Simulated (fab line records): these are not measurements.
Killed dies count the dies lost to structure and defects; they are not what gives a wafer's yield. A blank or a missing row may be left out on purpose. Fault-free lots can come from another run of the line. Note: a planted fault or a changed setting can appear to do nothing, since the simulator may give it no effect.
Problem report in the 8D (eight disciplines) form, filled by code || flow rit-cmos || the parts of the form that need people (team, actions taken, sign-off) are left out

1. WHAT IS WRONG
PRETRO_TW at RIT_PRETRO_TW_MEAS_10 reads a mean of 494.1 on 9 wafers of 3 lots; wafers without a fault read 478.8 with a standard deviation of 2.6. That puts it +5.9 standard deviations away from the usual mean.
Seen first at day 4 19:05 on film-metro-03, wafer L726.1. The record holds 45 wafers of 15 lots with a number at this step. Rule for "out" (also "out of limits"): further than 4 standard deviations from the usual mean. The rest of the wafers with a number are treated as sound.

2. WHAT IT IS AND WHAT IT IS NOT
{"question": "which readings at this step", "is": "PRETRO_TW", "is not": "-"}
{"question": "which lots", "is": "L726, L728, L729", "is not": "L718, L719, L720, L721, L722, L723, L724, L725, L727, L735, L736, L739"}
{"question": "which wafers of those lots", "is": "all that have a number", "is not": "-"}
{"question": "read on which gauges", "is": "film-metro-03, film-metro-04", "is not": "film-metro-02"}
{"question": "when", "is": "from day 4 19:05", "is not": "up to then (24 sound wafers); but 12 sound wafers of L727, L735, L736, L739 came after"}

3. THE SUSPECTS, EACH WITH WHAT RULES IT OUT
Counting: any tool at a process step up to the reading is kept as a suspect provided that every lot that is out went through it and no sound lot did after the first of them.
- the gauge at RIT_PRETRO_TW_MEAS_10 has been ruled out. The wafers that are out were read on 2 gauges (film-metro-03, film-metro-04).
- implanter-04 at RIT_PRETRO_IMPLANT_08: kept. It ran every lot that is out, first L726 (day 4 18:46), and no sound lot after that; its last sound lot up to then is L725 (day 4 09:55). Out on those wafers are its own readings of beam-energy-keV.
Left after counting: implanter-04 at RIT_PRETRO_IMPLANT_08.

4. THE CAUSE (what the simulator had put in)
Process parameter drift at RIT_PRETRO_IMPLANT_08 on implanter-04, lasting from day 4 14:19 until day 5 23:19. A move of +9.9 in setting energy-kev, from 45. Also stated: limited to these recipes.
Counting left only this tool.

5. SEQUENCE OF EFFECTS, ordered by route
Each row: a reading whose mean over the struck wafers that have a number lies more than 3 standard deviations from the usual. Scope: only readings with a usual standard deviation given in the record; hours: median across lots of the time from each lot's start at the first step in this table that gives one to its start at this step; sigmas: change in usual standard deviations.
{"hours": 0, "step": "RIT_PRETRO_IMPLANT_08", "reading": "beam-energy-keV", "usual": 44.999, "on struck wafers": 54.907, "change": "+9.908", "sigmas": "+99 or more"}
{"hours": 0, "step": "RIT_PRETRO_TW_MEAS_10", "reading": "PRETRO_TW", "usual": 478.8, "on struck wafers": 494.1, "change": "+15.3", "sigmas": "+5.9"}
The process steps in it:
- RIT_PRETRO_IMPLANT_08
At these later measuring or inspecting steps, every struck wafer for which the step has a row has a number for every such reading, and none has moved that far: RIT_PLDD_TW_MEAS_10, RIT_CONTACT_OVL_MEAS_09, RIT_CONTACT_CD_MEAS_90.

6. WHAT WOULD HAVE CAUGHT IT SOONER
5 hours passed between the start of the fault at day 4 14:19 and the first reading out of limits at a measuring or inspecting step in this record, taken at day 4 19:05.
At RIT_PRETRO_IMPLANT_08, the tool's own readings (beam-energy-keV) were out on each struck wafer the step has a row for, so an alarm limit on them would have fired on the first such wafer.
Among the 3 lots that are out, L728, L729 began RIT_PRETRO_IMPLANT_08 on implanter-04 after day 4 19:05. A hold on the tool at that time would have spared those 2.
